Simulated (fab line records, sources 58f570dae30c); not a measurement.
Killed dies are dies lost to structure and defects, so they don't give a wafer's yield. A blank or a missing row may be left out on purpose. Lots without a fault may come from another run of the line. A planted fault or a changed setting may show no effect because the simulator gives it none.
Chamber matching | flow berkeley_cmos170 | UCB170_V1_CMP_02 on cmp-02: 4 sister chambers
The step polishes SiO2. 16 wafers are shown with their chamber, then 8 later ones without.

WAFERS WITH THEIR CHAMBER
wafer  | chamber | motor_current_A (A)
L628.1 | 2       | 15.1
L628.2 | 1       | 18.1
L628.3 | 0       | 16.8
L630.3 | 3       | 16.9
L630.4 | 0       | 16.8
L630.6 | 1       | 18.4
L629.2 | 1       | 17.6
L629.3 | 0       | 15.9
L629.5 | 2       | 14.3
L632.1 | 0       | 15.8
L632.5 | 3       | 15.8
L632.6 | 0       | 16.2
L635.4 | 2       | 14.4
L635.5 | 2       | 14.5
L635.6 | 1       | 16.7
L636.1 | 1       | 17.2

SIGNATURES (means of the wafers above)
reading         | chamber 0 | chamber 1 | chamber 2 | chamber 3 | scatter within a chamber
motor_current_A | 16.300    | 17.600    | 14.575    | 16.350    | 0.561
Rule: a wafer's distance from a chamber is the root of the sum, over the readings, of the square of ((its reading less the chamber's mean) divided by the reading's scatter). The wafer belongs to the nearest chamber; if the next one is less than 2 further off, it can't be placed. The scatter: the root of (the sum of the squares of (reading less its chamber's mean) over the shown wafers, divided by (wafers less chambers)).

WAFERS WITHOUT THEIR CHAMBER
wafer  | motor_current_A (A)
L636.2 | 14.0
L636.5 | 17.2
L639.4 | 17.0
L639.5 | 16.5
L639.6 | 14.4
L648.1 | 15.4
L648.4 | 16.5
L648.5 | 17.6

WHICH CHAMBER EACH WENT THROUGH
wafer  | from the rows above          | in truth
L636.2 | 2                            | 2
L636.5 | can't be placed: 1 or 3 or 0 | 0
L639.4 | can't be placed: 1 or 3 or 0 | 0
L639.5 | can't be placed: 3 or 0 or 1 | 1
L639.6 | 2                            | 2
L648.1 | can't be placed: 2 or 0 or 3 | 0
L648.4 | can't be placed: 3 or 0 or 1 | 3
L648.5 | 1                            | 1
Placed correctly: 3 of 8. Can't be placed from these rows: 5 (the true chamber is among the candidates in 5). Placed wrongly: 0.
